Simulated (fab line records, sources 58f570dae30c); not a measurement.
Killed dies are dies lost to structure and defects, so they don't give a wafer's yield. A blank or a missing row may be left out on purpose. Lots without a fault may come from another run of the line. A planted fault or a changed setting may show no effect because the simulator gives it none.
Which tool did it? | flow berkeley_cmos170 | 16 lots, 48 wafers sampled, at 2 steps of a route of 331

WHAT THE GAUGES READ, wafer by wafer
UCB170_NWELL_THK_MEAS_05.
lot  | measured    | on            | NWELL_NITRIDE_THK (nm)
L315 | day 2 09:36 | film_metro-03 | 222.3 222.6 224.6
L316 | day 2 22:03 | film_metro-03 | 226.1 225.2 225.1
L318 | day 2 22:07 | film_metro-03 | 223.6 221.3 223.8
L319 | day 3 09:10 | film_metro-02 | 221.8 222.4 221.3
L324 | day 4 11:52 | film_metro-02 | 158.7 160.3 159.6
L325 | day 4 19:44 | film_metro-01 | 159.9 161.1 159.9
L326 | day 4 19:44 | film_metro-02 | 156.0 159.0 158.1
L327 | day 5 03:34 | film_metro-03 | 160.0 159.4 159.0
L328 | day 5 09:30 | film_metro-02 | 222.9 223.0 221.2
L329 | day 5 09:29 | film_metro-03 | 224.7 223.8 224.3
L330 | day 5 16:58 | film_metro-02 | 222.7 222.1 224.5
L331 | day 5 16:59 | film_metro-03 | 223.3 222.8 224.2
L332 | day 6 02:32 | film_metro-03 | 222.7 222.3 222.9
L333 | day 6 10:04 | film_metro-03 | 221.2 221.8 219.3
L334 | day 6 10:05 | film_metro-01 | 222.1 223.2 221.7
L338 | day 7 06:32 | film_metro-03 | 223.9 224.3 223.9

WHICH TOOL RAN EACH LOT (tool, then ch and the chambers of the sampled wafers, then the start)
lot  | UCB170_NWELL_CVD_04
L315 | lpcvd-02 ch 1, day 2 07:39
L316 | lpcvd-01 ch 1, day 2 20:07
L318 | lpcvd-01 ch 1, day 2 20:07
L319 | lpcvd-01 ch 1, day 3 07:14
L324 | lpcvd-01 ch 0, day 4 09:56
L325 | lpcvd-01 ch 0, day 4 17:47
L326 | lpcvd-01 ch 0, day 4 17:47
L327 | lpcvd-01 ch 0, day 5 01:38
L328 | lpcvd-02 ch 0, day 5 07:34
L329 | lpcvd-02 ch 0, day 5 07:34
L330 | lpcvd-02 ch 0, day 5 15:02
L331 | lpcvd-02 ch 0, day 5 15:02
L332 | lpcvd-02 ch 0, day 6 00:35
L333 | lpcvd-02 ch 1, day 6 08:08
L334 | lpcvd-02 ch 1, day 6 08:08
L338 | lpcvd-02 ch 1, day 7 04:35
- UCB170_NWELL_CVD_04: deposits Si3N4 from SiH2Cl2/NH3, target thk 224 nm, time 3360 s.

WHAT THE TOOLS THEMSELVES READ (means of the sampled wafers that have a number; where no wafer has one, the mark that the record gives instead)
The record holds no such reading with a usual standard deviation.

THE ANSWER, worked out from the rows above alone
Rule: what is usual is taken from the lots themselves. Put in order of their means at a reading, lots are off if they are a third of the lots or fewer, leave a main group of 4 or more, and stand apart from it by a gap of 3 or more times the standard deviation of the main group's means; of several such gaps the widest counts. A main group whose means are all the same, to the digits that the tables above print for the reading, isn't used. A lot without any number at a reading at which 4 lots or more have one is off too. The other lots that the step has rows for count as sound. The gauges are gone through in route order, then the tools' own readings, and for those a lot's mean is taken as printed above. The first step at which some lot is off is used, and at that step the reading that is off furthest; a lot without a number counts as furthest.
Off: L324, L325, L326, L327, at UCB170_NWELL_THK_MEAS_05 (NWELL_NITRIDE_THK). The main group: mean 223.0 nm, standard deviation 1.2.
A tool fits if, at a process step before that reading, it ran every lot that is off, and no sound lot after the first of them. The gauges at UCB170_NWELL_THK_MEAS_05 are tried like those tools. One fits: lpcvd-01 at UCB170_NWELL_CVD_04. Its last sound lot is L319 (day 3 07:14), its first lot that is off L324 (day 4 09:56): a fault that began between those two fits.

WHAT THE SIMULATOR HAD PUT IN
Process parameter drift: lpcvd-01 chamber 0, from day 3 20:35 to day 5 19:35, at UCB170_NWELL_CVD_04. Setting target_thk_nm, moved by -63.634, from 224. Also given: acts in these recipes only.
Lots struck among those shown: L324, L325, L326, L327. The rule above found the same.
